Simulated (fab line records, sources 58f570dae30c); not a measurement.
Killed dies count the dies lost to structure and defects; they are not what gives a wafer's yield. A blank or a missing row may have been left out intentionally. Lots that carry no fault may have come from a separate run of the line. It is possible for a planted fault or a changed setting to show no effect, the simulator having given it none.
A struck lot beside a sound one	flow berkeley cmos170	16 out of 331 route steps
Sound: wafers L781.2, L781.4, L781.5. Wafers L786.1, L786.2, L786.5 were the ones struck. The cause is given at the end.
Order at every step that has rows: each side's tool, ch and its chambers, its first start. Under that, the readings that differ: sound wafers	struck wafers	difference of the means	sigmas: that difference in standard deviations of wafers without a fault.
alike: same words and numbers on both sides, and readings whose means sit less than 2 such deviations apart. not compared: any withheld reading, any reading some wafer has no value for, any bound like >300 that may hide the same value, and any number with overlapping values for which the record gives no deviation.
The two part at a step that has a row with sigmas, a row that says differs or no value, or rows on one side only. Numbers that have no deviation but don't overlap get no sigmas and don't part them. A reading that every wafer of one side lacks parts them only if that side has two wafers or more.

UCB170_PWELL_THK_MEAS_03:
  struck on film metro-02, day 5 09:29; sound on film metro-01, day 3 22:48
  alike: PWELL_OXIDE_THK
then, 2 steps without rows for these wafers: UCB170_PWELL_ANNEAL_04 (time 900 s); UCB170_PWELL_CVD_05 (deposits Si3N4 from SiH2Cl2/NH3, target thk 220 nm, time 3300 s).
UCB170_PWELL_THK_MEAS_06:
  struck on film metro-02, day 5 17:29; sound on film metro-02, day 4 06:26
  alike: PWELL_NITRIDE_THK
then, 6 steps without rows for these wafers: UCB170_PWELL_HMDS_07 (prime time 60 s); UCB170_PWELL_COAT_08 (resist thk 900 nm); UCB170_PWELL_SOFTBAKE_09 (time 60 s); UCB170_PWELL_EXPOSE_10 (exposes mask PWELL, target cd 3000 nm); UCB170_PWELL_PEB_11; UCB170_PWELL_DEVELOP_12 (develop time 45 s).
UCB170_PWELL_OVL_MEAS_13:
  struck on overlay-02, day 5 18:31; sound on overlay-01, day 4 07:27
  alike: PWELL_OVL
UCB170_PWELL_ETCH_14: etches Si3N4 in CH3F/Ar/O2, stops on SiO2, target depth 242 nm, time 151 s.
  sound on rie diel-02 ch 0,2,3, day 4 07:29; struck on rie diel-01 ch 1,2, day 5 18:32
  alike: drypump motor current A, oes product au, throttle valve pct
  not compared: rf hours counter h
UCB170_PWELL_IMPLANT_15:
  sound on implanter-01 ch 0, day 4 07:37; struck on implanter-03 ch 0, day 5 18:38
reading	sound	struck	difference	sigmas
dose ions cm2	4.996e+12 4.996e+12 4.99e+12	3.899e+12 3.898e+12 3.904e+12	-1.094e+12	-99 or more
faraday current uA	16.4 16.0 15.7	12.0 12.1 12.2	-3.9	-13
  alike: beam on s
UCB170_PWELL_STRIP_16: strips in O2.
  sound on plasma asher-03 ch 0,1, day 4 07:44; struck on plasma asher-03 ch 0,1, day 5 18:47
  alike: drypump motor current A, oes product au, strip time to endpoint s
  not compared: rf hours counter h
UCB170_PWELL_TW_MEAS_17:
  struck on film metro-02, day 5 19:07; sound on film metro-04, day 4 07:50
reading	sound	struck	difference	sigmas
PWELL_TW	379.6 379.2 383.1	352.4 355.1 354.8	-26.5	-12
  not compared: hold
UCB170_M3_PROBE_99:
  sound wafers here have rows in the record (prober-01, day 9 11:05); struck ones have none

== WHERE THEY PART ==
Earliest at UCB170_PWELL_IMPLANT_15; latest, in this record, at UCB170_M3_PROBE_99.

WHY: the cause the simulator had injected
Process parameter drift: implanter-03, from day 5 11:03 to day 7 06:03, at UCB170_PWELL_IMPLANT_15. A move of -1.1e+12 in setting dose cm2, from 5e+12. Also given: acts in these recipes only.
